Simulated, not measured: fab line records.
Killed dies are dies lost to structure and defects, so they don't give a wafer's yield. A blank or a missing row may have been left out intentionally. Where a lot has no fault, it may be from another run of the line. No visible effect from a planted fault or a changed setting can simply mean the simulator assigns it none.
fab line records	flow rit-cmos	part 1 of 2: steps 1 to 28 of 39
record lots=5	wafers=15	last-day=7
route steps=202 shown GATE@97 REOX@98 NLDD@103 PLDD@114 SPACER@125 NSD@131
lots that met no fault: taken from a fault-free run of the same line
start-h: hours from the record's first day to the start of the lot's first wafer shown	wait-h: hours elapsed since this lot's preceding step	" the same as in the row above	L1.1+2: several wafers, shown together as one row	- value missing, or start not given	* or withheld: withheld	< > ~ a bound
route shown NAME@n: names a module that has steps shown in the file, with the first one's number in the route	usual: mean/standard deviation taken from wafers without a fault	same: alike in all rows	chamber/n: place in a boat	sites: the reading at each site	_std_site: the values' standard deviation	_edge_site: the outer-site mean with the inner-site mean subtracted	radius-mm: how far each site lies from the wafer's centre	mask NAME#n: copy n	behind: the tool/chamber that last shaped the wafer	hold: the reason the lot was held/the length of the hold in hours/how it ended	device: the transistor (n, p or np) that didn't switch	end of line: the route-end tests of the same wafers	a step with no rows: only its recipe	killed: dies lost to structure and defects at the first sort, not the wafer's yield	map: a wafer's dies, x killed, . not, _ none there
set.NAME: the setting the step ran with; set.NAME@STEP: the setting that earlier step ran with	model.NAME: the simulator's own value behind a step, which no gauge read
lots at selected steps of the route; one table per step, one row per wafer
services: from which hour (start-h, from the record's first day; less than 0 if before it) a tool's chamber was out of use, for how many hours, and why
## steps
# step RIT_GATE_CD_MEAS_90
# recipe target-cd-nm=150
# usual cd-nm=149.9/2.2
lot.wafer	tool	chamber	start-h	wait-h	cd-nm
L074.2	cd-sem-01	-	40.89	0.1	149.2
L074.3	"	-	"	"	147.8
L074.4	"	-	"	"	150.6
L080.1	cd-sem-01	-	83.08	0.1	148.6
L080.4	"	-	"	"	148.5
L080.6	"	-	"	"	148.3
L081.1	cd-sem-02	-	90.78	0.1	144.3
L081.2	"	-	"	"	145.4
L081.4	"	-	"	"	142.9
L090.3	cd-sem-01	-	133.13	0.1	146.5
L090.4	"	-	"	"	149.9
L090.6	"	-	"	"	147.5
L092.1	cd-sem-02	-	144.80	0.1	150.8
L092.3	"	-	"	"	152.4
L092.5	"	-	"	"	152.2
# step RIT_REOX_CLEAN_00
# recipe chemistry=SC1	mix=3:3:50	time-s=600	temp-c=75
# usual bath-guard-temp-C=74.7/0.59
lot.wafer	tool	chamber	start-h	wait-h	bath-guard-temp-C
L074.2	wet-bench-02	0	40.99	0.1	74.1
L074.3	"	0	"	"	74.2
L074.4	"	0	"	"	73.9
L080.1	wet-bench-02	3	83.20	0.1	74.7
L080.4	"	3	"	"	74.7
L080.6	"	3	"	"	74.8
L081.1	wet-bench-03	3	90.90	0.1	74.4
L081.2	"	3	"	"	74.3
L081.4	"	3	"	"	74.3
L090.3	wet-bench-02	2	133.24	0.1	74.3
L090.4	"	2	"	"	74.4
L090.6	"	2	"	"	74.4
L092.1	wet-bench-03	0	144.92	0.1	73.9
L092.3	"	0	"	"	74.0
L092.5	"	0	"	"	74.4
# step RIT_REOX_CLEAN_01
# recipe chemistry=dHF	dilution=50:1	time-s=30
lot.wafer	tool	chamber	start-h	wait-h
L074.2+3+4	wet-bench-01	2	41.16	0.0
L080.1+4+6	wet-bench-02	3	83.39	0.0
L081.1+2+4	wet-bench-01	3	91.08	0.0
L090.3+4+6	wet-bench-01	2	133.44	0.0
L092.1+3+5	wet-bench-01	1	145.10	0.0
# step RIT_REOX_CLEAN_02
# recipe chemistry=SC2	mix=3:3:50	time-s=600	temp-c=75	dry=n2-spin
# usual bath-guard-temp-C=74.6/0.71
lot.wafer	tool	chamber	start-h	wait-h	bath-guard-temp-C
L074.2	wet-bench-02	3	41.18	0.0	74.9
L074.3	"	3	"	"	75.0
L074.4	"	3	"	"	74.7
L080.1	wet-bench-01	3	83.41	0.0	74.6
L080.4	"	3	"	"	74.5
L080.6	"	3	"	"	74.3
L081.1	wet-bench-02	2	91.09	0.0	74.4
L081.2	"	2	"	"	74.2
L081.4	"	2	"	"	74.8
L090.3	wet-bench-01	2	133.45	0.0	76.3
L090.4	"	2	"	"	76.0
L090.6	"	2	"	"	76.2
L092.1	wet-bench-03	1	145.11	0.0	73.7
L092.3	"	1	"	"	74.1
L092.5	"	1	"	"	74.3
# step RIT_REOX_OXIDATION_03
# recipe temp-c=900	ambient=O2	target-thk-a=252	ox-time-s=5580
lot.wafer	tool	chamber	start-h	wait-h
L074.2+3+4	furnace-04	0	43.25	1.9
L080.1+4+6	furnace-04	0	86.52	2.9
L081.1+2+4	furnace-04	0	95.47	4.2
L090.3+4+6	furnace-04	0	134.06	0.4
L092.1+3+5	furnace-03	0	147.81	2.5
# step RIT_REOX_THK_MEAS_04
# recipe reads=SiO2_of_REOX_OXIDATION_03
# usual REOX_OXIDE_THK=25.2/0.5
lot.wafer	tool	chamber	start-h	wait-h	REOX_OXIDE_THK[nm]
L074.2	film-metro-04	-	45.81	0.0	25.5
L074.3	"	-	"	"	25.4
L074.4	"	-	"	"	25.3
L080.1	film-metro-02	-	89.07	0.0	25.7
L080.4	"	-	"	"	25.9
L080.6	"	-	"	"	26.0
L081.1	film-metro-03	-	98.02	0.0	26.2
L081.2	"	-	"	"	26.2
L081.4	"	-	"	"	25.9
L090.3	film-metro-04	-	136.63	0.0	26.1
L090.4	"	-	"	"	25.6
L090.6	"	-	"	"	25.8
L092.1	film-metro-02	-	150.36	0.0	25.4
L092.3	"	-	"	"	25.4
L092.5	"	-	"	"	25.5
# step RIT_NLDD_HMDS_00
# recipe prime-time-s=60	prime-temp-c=140
# usual exhaust-pa=45.2/0.95
lot.wafer	tool	chamber	start-h	wait-h	exhaust-pa
L074.2	litho-track-03	0	45.95	0.1	45.3
L074.3	"	0	"	"	43.7
L074.4	"	0	"	"	45.8
L080.1	litho-track-03	0	89.13	0.1	44.8
L080.4	"	0	"	"	45.4
L080.6	"	0	"	"	45.3
L081.1	litho-track-01	0	98.16	0.1	44.0
L081.2	"	0	"	"	43.9
L081.4	"	0	"	"	43.8
L090.3	litho-track-01	0	137.05	0.4	45.2
L090.4	"	0	"	"	45.7
L090.6	"	0	"	"	45.3
L092.1	litho-track-01	0	150.42	0.1	43.3
L092.3	"	0	"	"	44.1
L092.5	"	0	"	"	43.9
# step RIT_NLDD_COAT_01
# recipe resist=NOVOLAK	spin-rpm=3250	resist-thk-nm=1000
# usual exhaust-pa=45.0/0.85
lot.wafer	tool	chamber	start-h	wait-h	exhaust-pa
L074.2	litho-track-03	0	46.10	0.1	45.6
L074.3	"	0	"	"	46.3
L074.4	"	0	"	"	44.2
L080.1	litho-track-03	0	89.28	0.1	44.8
L080.4	"	0	"	"	45.6
L080.6	"	0	"	"	43.4
L081.1	litho-track-01	0	98.31	0.1	45.3
L081.2	"	0	"	"	45.1
L081.4	"	0	"	"	45.2
L090.3	litho-track-01	0	137.20	0.1	45.0
L090.4	"	0	"	"	47.5
L090.6	"	0	"	"	47.7
L092.1	litho-track-01	0	150.57	0.1	46.0
L092.3	"	0	"	"	46.1
L092.5	"	0	"	"	47.0
# step RIT_NLDD_SOFTBAKE_02
# recipe resist=NOVOLAK	temp-c=90	time-s=60
# usual exhaust-pa=44.9/0.91	plate-temp-C=90.00/0.13
lot.wafer	tool	chamber	start-h	wait-h	exhaust-pa	plate-temp-C
L074.2	litho-track-03	0	46.25	0.1	43.5	90.08
L074.3	"	0	"	"	44.4	90.15
L074.4	"	0	"	"	44.0	90.01
L080.1	litho-track-03	0	89.43	0.1	42.3	89.92
L080.4	"	0	"	"	42.6	89.92
L080.6	"	0	"	"	43.0	89.98
L081.1	litho-track-01	0	98.46	0.1	44.7	90.10
L081.2	"	0	"	"	44.5	90.11
L081.4	"	0	"	"	45.6	90.21
L090.3	litho-track-01	0	137.35	0.1	46.0	90.16
L090.4	"	0	"	"	46.2	90.15
L090.6	"	0	"	"	46.6	90.26
L092.1	litho-track-01	0	150.72	0.1	45.2	90.03
L092.3	"	0	"	"	46.0	89.97
L092.5	"	0	"	"	46.7	90.07
# step RIT_NLDD_EXPOSE_03
# recipe mask-id=M7	na=0.57	target-cd-nm=40700	dose-mj=250
lot.wafer	tool	chamber	start-h	wait-h	mask
L074.2+3+4	iline-stepper-01	0	46.39	0.1	M7#0
L080.1+4+6	iline-stepper-01	0	89.58	0.1	M7#0
L081.1+2+4	iline-stepper-02	0	98.74	0.2	M7#0
L090.3+4+6	iline-stepper-02	0	137.85	0.5	M7#0
L092.1+3+5	iline-stepper-02	0	150.87	0.1	M7#0
# step RIT_NLDD_PEB_04
# recipe resist=NOVOLAK	temp-c=withheld	time-s=withheld
# usual exhaust-pa=45.2/0.89
lot.wafer	tool	chamber	start-h	wait-h	exhaust-pa
L074.2	litho-track-03	0	46.64	0.2	44.4
L074.3	"	0	"	"	44.5
L074.4	"	0	"	"	44.6
L080.1	litho-track-01	0	89.70	0.1	44.6
L080.4	"	0	"	"	44.6
L080.6	"	0	"	"	46.0
L081.1	litho-track-03	0	98.96	0.2	45.8
L081.2	"	0	"	"	45.0
L081.4	"	0	"	"	46.7
L090.3	litho-track-01	0	138.48	0.6	43.7
L090.4	"	0	"	"	45.1
L090.6	"	0	"	"	43.9
L092.1	litho-track-03	0	151.34	0.5	43.9
L092.3	"	0	"	"	43.5
L092.5	"	0	"	"	44.8
# step RIT_NLDD_DEVELOP_05
# recipe resist=NOVOLAK	develop-time-s=50	dev-temp-c=22.29
# usual exhaust-pa=45.1/0.92
lot.wafer	tool	chamber	start-h	wait-h	exhaust-pa
L074.2	litho-track-03	0	-	-	43.9
L074.3	"	0	"	"	45.0
L074.4	"	0	"	"	44.0
L080.1	litho-track-01	0	-	-	45.7
L080.4	"	0	"	"	46.3
L080.6	"	0	"	"	46.4
L081.1	litho-track-03	0	-	-	46.7
L081.2	"	0	"	"	45.9
L081.4	"	0	"	"	45.3
L090.3	litho-track-01	0	-	-	46.7
L090.4	"	0	"	"	45.2
L090.6	"	0	"	"	43.9
L092.1	litho-track-03	0	-	-	45.6
L092.3	"	0	"	"	43.3
L092.5	"	0	"	"	43.9
# step RIT_NLDD_OVL_MEAS_06
# usual NLDD_OVL=1.0/1.6
lot.wafer	tool	chamber	start-h	wait-h	NLDD_OVL[nm]
L074.2	overlay-01	-	46.91	-	-3.1
L074.3	"	-	"	"	-1.4
L074.4	"	-	"	"	-0.1
L080.1	overlay-02	-	89.98	-	3.0
L080.4	"	-	"	"	2.3
L080.6	"	-	"	"	1.7
L081.1	overlay-01	-	99.24	-	0.7
L081.2	"	-	"	"	1.6
L081.4	"	-	"	"	2.8
L090.3	overlay-01	-	138.73	-	0.3
L090.4	"	-	"	"	-1.8
L090.6	"	-	"	"	-0.2
L092.1	overlay-02	-	151.63	-	-0.5
L092.3	"	-	"	"	2.3
L092.5	"	-	"	"	0.9
# step RIT_NLDD_HARDBAKE_07
# recipe resist=NOVOLAK	temp-c=140	time-s=60
# usual exhaust-pa=45.4/0.85	plate-temp-C=139.95/0.14
lot.wafer	tool	chamber	start-h	wait-h	exhaust-pa	plate-temp-C
L074.2	litho-track-03	0	46.96	0.0	45.7	139.75
L074.3	"	0	"	"	46.5	139.93
L074.4	"	0	"	"	44.9	139.97
L080.1	litho-track-03	0	90.02	0.0	45.1	140.13
L080.4	"	0	"	"	44.1	140.01
L080.6	"	0	"	"	45.6	140.07
L081.1	litho-track-01	0	99.28	0.0	44.6	139.60
L081.2	"	0	"	"	46.1	139.64
L081.4	"	0	"	"	45.5	139.89
L090.3	litho-track-02	0	139.41	0.7	45.2	139.79
L090.4	"	0	"	"	44.2	139.93
L090.6	"	0	"	"	44.0	139.70
L092.1	litho-track-02	0	151.88	0.3	43.7	139.86
L092.3	"	0	"	"	44.9	140.16
L092.5	"	0	"	"	44.4	140.15
# step RIT_NLDD_IMPLANT_08
# recipe species=P	energy-kev=20	dose-cm2=5e+14	tilt-deg=7
lot.wafer	tool	chamber	start-h	wait-h
L074.2+3+4	implanter-03	0	47.11	0.1
L080.1+4+6	implanter-03	0	90.17	0.1
L081.1+2+4	implanter-02	0	99.43	0.1
L090.3+4+6	implanter-04	0	139.56	0.1
L092.1+3+5	implanter-04	0	152.03	0.1
# step RIT_NLDD_STRIP_09
# recipe chemistry=O2	time-s=180	resist=NOVOLAK	platen-temp-c=withheld	power-w=500	pressure-mtorr=4000	o2-flow-sccm=4000
# usual drypump-motor-current-A=5.8/0.75	rf-refl-power-W=7.9/1.7
lot.wafer	tool	chamber	start-h	wait-h	drypump-motor-current-A	rf-hours-counter-h	rf-refl-power-W
L074.2	plasma-asher-03	0	47.24	0.1	6.4	25	9.3
L074.3	"	1	"	"	4.9	-	6.9
L074.4	"	0	"	"	6.4	-	9.4
L080.1	plasma-asher-04	1	90.32	0.1	6.6	40	8.9
L080.4	"	1	"	"	6.6	-	9.5
L080.6	"	1	"	"	6.6	-	8.8
L081.1	plasma-asher-02	0	99.58	0.1	5.4	47	4.6
L081.2	"	1	"	"	5.2	47	8.7
L081.4	"	1	"	"	5.2	-	8.0
L090.3	plasma-asher-04	0	139.72	0.1	6.7	-	9.4
L090.4	"	1	"	"	6.6	-	9.1
L090.6	"	0	"	"	6.7	-	9.2
L092.1	plasma-asher-04	0	152.33	0.2	6.7	46	9.4
L092.3	"	0	"	"	6.7	-	9.6
L092.5	"	1	"	"	6.6	-	8.6
# step RIT_NLDD_TW_MEAS_10
# usual NLDD_TW=2488/24
lot.wafer	tool	chamber	start-h	wait-h	NLDD_TW
L074.2	film-metro-02	-	47.42	0.1	2499
L074.3	"	-	"	"	2492
L074.4	"	-	"	"	2483
L080.1	film-metro-02	-	90.50	0.1	2450
L080.4	"	-	"	"	2460
L080.6	"	-	"	"	2454
L081.1	film-metro-04	-	99.75	0.1	2485
L081.2	"	-	"	"	2487
L081.4	"	-	"	"	2481
L090.3	film-metro-04	-	139.86	0.1	2477
L090.4	"	-	"	"	2473
L090.6	"	-	"	"	2485
L092.1	film-metro-01	-	152.51	0.1	2512
L092.3	"	-	"	"	2521
L092.5	"	-	"	"	2520
# step RIT_PLDD_HMDS_00
# recipe prime-time-s=60	prime-temp-c=140
# usual exhaust-pa=45.1/0.74
lot.wafer	tool	chamber	start-h	wait-h	exhaust-pa
L074.2	litho-track-04	0	47.53	0.1	45.1
L074.3	"	0	"	"	45.5
L074.4	"	0	"	"	45.4
L080.1	litho-track-03	0	90.56	0.1	45.4
L080.4	"	0	"	"	44.8
L080.6	"	0	"	"	44.6
L081.1	litho-track-04	0	99.81	0.1	43.5
L081.2	"	0	"	"	44.6
L081.4	"	0	"	"	44.9
L090.3	litho-track-03	0	140.29	0.4	44.2
L090.4	"	0	"	"	44.3
L090.6	"	0	"	"	44.3
L092.1	litho-track-01	0	152.57	0.1	45.0
L092.3	"	0	"	"	44.7
L092.5	"	0	"	"	44.7
# step RIT_PLDD_COAT_01
# recipe resist=NOVOLAK	spin-rpm=3250	resist-thk-nm=1000
# usual exhaust-pa=45.0/0.87
lot.wafer	tool	chamber	start-h	wait-h	exhaust-pa
L074.2	litho-track-04	0	47.68	0.1	45.1
L074.3	"	0	"	"	45.8
L074.4	"	0	"	"	46.3
L080.1	litho-track-03	0	90.71	0.1	45.0
L080.4	"	0	"	"	45.0
L080.6	"	0	"	"	45.2
L081.1	litho-track-04	0	99.96	0.1	44.5
L081.2	"	0	"	"	44.3
L081.4	"	0	"	"	44.4
L090.3	litho-track-03	0	140.44	0.1	44.4
L090.4	"	0	"	"	44.9
L090.6	"	0	"	"	44.4
L092.1	litho-track-01	0	152.72	0.1	46.1
L092.3	"	0	"	"	46.8
L092.5	"	0	"	"	47.4
# step RIT_PLDD_SOFTBAKE_02
# recipe resist=NOVOLAK	temp-c=90	time-s=60
# usual exhaust-pa=45.0/0.96	plate-temp-C=89.97/0.13
lot.wafer	tool	chamber	start-h	wait-h	exhaust-pa	plate-temp-C
L074.2	litho-track-04	0	47.83	0.1	45.1	90.08
L074.3	"	0	"	"	45.9	89.98
L074.4	"	0	"	"	46.3	89.98
L080.1	litho-track-03	0	90.86	0.1	46.1	90.02
L080.4	"	0	"	"	45.2	89.91
L080.6	"	0	"	"	45.3	90.09
L081.1	litho-track-04	0	100.11	0.1	45.6	89.89
L081.2	"	0	"	"	46.2	90.02
L081.4	"	0	"	"	45.7	89.84
L090.3	litho-track-03	0	140.59	0.1	44.6	89.91
L090.4	"	0	"	"	43.9	89.93
L090.6	"	0	"	"	44.1	89.89
L092.1	litho-track-01	0	152.87	0.1	45.4	89.94
L092.3	"	0	"	"	44.3	89.79
L092.5	"	0	"	"	45.1	90.10
# step RIT_PLDD_EXPOSE_03
# recipe mask-id=M8	na=0.57	target-cd-nm=40900	dose-mj=250
lot.wafer	tool	chamber	start-h	wait-h	mask
L074.2+3+4	iline-stepper-01	0	48.10	0.2	M8#0
L080.1+4+6	iline-stepper-01	0	91.01	0.1	M8#0
L081.1+2+4	iline-stepper-02	0	100.39	0.2	M8#0
L090.3+4+6	iline-stepper-02	0	140.85	0.2	M8#0
L092.1+3+5	iline-stepper-01	0	153.15	0.2	M8#0
# step RIT_PLDD_PEB_04
# recipe resist=NOVOLAK	temp-c=withheld	time-s=withheld
# usual exhaust-pa=45.0/0.77
lot.wafer	tool	chamber	start-h	wait-h	exhaust-pa
L074.2	litho-track-04	0	48.22	0.1	47.4
L074.3	"	0	"	"	44.9
L074.4	"	0	"	"	46.4
L080.1	litho-track-04	0	91.12	0.1	46.6
L080.4	"	0	"	"	44.9
L080.6	"	0	"	"	45.7
L081.1	litho-track-01	0	100.51	0.1	44.5
L081.2	"	0	"	"	44.6
L081.4	"	0	"	"	44.0
L090.3	litho-track-01	0	140.98	0.1	45.3
L090.4	"	0	"	"	45.7
L090.6	"	0	"	"	45.2
L092.1	litho-track-03	0	153.26	0.1	45.0
L092.3	"	0	"	"	45.1
L092.5	"	0	"	"	45.6
# step RIT_PLDD_DEVELOP_05
# recipe resist=NOVOLAK	develop-time-s=50	dev-temp-c=23
# usual exhaust-pa=44.9/0.93
lot.wafer	tool	chamber	start-h	wait-h	exhaust-pa
L074.2	litho-track-04	0	-	-	44.1
L074.3	"	0	"	"	44.6
L074.4	"	0	"	"	45.0
L080.1	litho-track-04	0	-	-	44.6
L080.4	"	0	"	"	44.8
L080.6	"	0	"	"	44.5
L081.1	litho-track-01	0	-	-	45.6
L081.2	"	0	"	"	46.5
L081.4	"	0	"	"	45.9
L090.3	litho-track-01	0	-	-	45.4
L090.4	"	0	"	"	45.3
L090.6	"	0	"	"	45.3
L092.1	litho-track-03	0	-	-	46.4
L092.3	"	0	"	"	46.5
L092.5	"	0	"	"	45.2
# step RIT_PLDD_OVL_MEAS_06
# usual PLDD_OVL=0.2/1.4
lot.wafer	tool	chamber	start-h	wait-h	PLDD_OVL[nm]
L074.2	overlay-02	-	48.48	-	-1.2
L074.3	"	-	"	"	0.4
L074.4	"	-	"	"	-0.1
L080.1	overlay-02	-	91.41	-	0.7
L080.4	"	-	"	"	2.1
L080.6	"	-	"	"	0.0
L081.1	overlay-01	-	100.79	-	2.5
L081.2	"	-	"	"	1.9
L081.4	"	-	"	"	3.1
L090.3	overlay-02	-	141.23	-	0.5
L090.4	"	-	"	"	0.8
L090.6	"	-	"	"	-2.0
L092.1	overlay-02	-	153.55	-	0.0
L092.3	"	-	"	"	-0.7
L092.5	"	-	"	"	-1.6
# step RIT_PLDD_HARDBAKE_07
# recipe resist=NOVOLAK	temp-c=140	time-s=60
# usual exhaust-pa=45.0/0.89	plate-temp-C=140.01/0.15
lot.wafer	tool	chamber	start-h	wait-h	exhaust-pa	plate-temp-C
L074.2	litho-track-03	0	48.54	0.0	43.9	140.14
L074.3	"	0	"	"	44.0	140.09
L074.4	"	0	"	"	44.2	140.09
L080.1	litho-track-01	0	91.44	0.0	44.8	140.09
L080.4	"	0	"	"	43.6	140.22
L080.6	"	0	"	"	44.8	140.29
L081.1	litho-track-04	0	100.82	0.0	45.5	139.91
L081.2	"	0	"	"	45.3	140.12
L081.4	"	0	"	"	45.4	140.11
L090.3	litho-track-04	0	141.30	0.1	46.1	139.91
L090.4	"	0	"	"	44.7	139.98
L090.6	"	0	"	"	43.0	139.95
L092.1	litho-track-01	0	153.67	0.1	45.3	139.90
L092.3	"	0	"	"	45.6	139.96
L092.5	"	0	"	"	46.3	139.98
# step RIT_PLDD_IMPLANT_08
# recipe species=BF2	energy-kev=20	dose-cm2=9e+14	tilt-deg=7
lot.wafer	tool	chamber	start-h	wait-h
L074.2+3+4	implanter-04	0	48.69	0.1
L080.1+4+6	implanter-04	0	91.59	0.1
L081.1+2+4	implanter-03	0	100.97	0.1
L090.3+4+6	implanter-04	0	141.45	0.1
L092.1+3+5	implanter-03	0	153.82	0.1
# step RIT_PLDD_STRIP_09
# recipe chemistry=O2	time-s=180	resist=NOVOLAK	platen-temp-c=withheld	power-w=500	pressure-mtorr=4000	o2-flow-sccm=4000
# usual drypump-motor-current-A=5.4/0.39	rf-refl-power-W=6.9/1.5
lot.wafer	tool	chamber	start-h	wait-h	drypump-motor-current-A	rf-hours-counter-h	rf-refl-power-W
L074.2	plasma-asher-01	0	48.81	0.1	5.4	42	6.6
L074.3	"	0	"	"	5.5	-	6.6
L074.4	"	1	"	"	5.3	-	6.9
L080.1	plasma-asher-01	0	91.74	0.1	5.5	45	6.7
L080.4	"	1	"	"	5.3	-	7.0
L080.6	"	1	"	"	5.3	-	7.1
L081.1	plasma-asher-01	1	101.12	0.1	5.3	46	7.0
L081.2	"	0	"	"	5.5	46	6.8
L081.4	"	0	"	"	5.5	-	6.7
L090.3	plasma-asher-03	1	141.61	0.1	4.9	-	6.5
L090.4	"	0	"	"	6.5	-	9.3
L090.6	"	1	"	"	4.9	-	6.8
L092.1	plasma-asher-02	1	153.97	0.1	5.2	54	8.9
L092.3	"	0	"	"	5.4	-	4.5
L092.5	"	0	"	"	5.4	-	4.5
# step RIT_PLDD_TW_MEAS_10
# usual PLDD_TW=2356/24
lot.wafer	tool	chamber	start-h	wait-h	PLDD_TW
L074.2	film-metro-02	-	49.00	0.1	2316
L074.3	"	-	"	"	2317
L074.4	"	-	"	"	2313
L080.1	film-metro-04	-	91.92	0.1	2354
L080.4	"	-	"	"	2356
L080.6	"	-	"	"	2343
L081.1	film-metro-04	-	101.30	0.1	2335
L081.2	"	-	"	"	2329
L081.4	"	-	"	"	2344
L090.3	film-metro-02	-	141.75	0.1	2335
L090.4	"	-	"	"	2331
L090.6	"	-	"	"	2321
L092.1	film-metro-01	-	154.14	0.1	2373
L092.3	"	-	"	"	2376
L092.5	"	-	"	"	2383
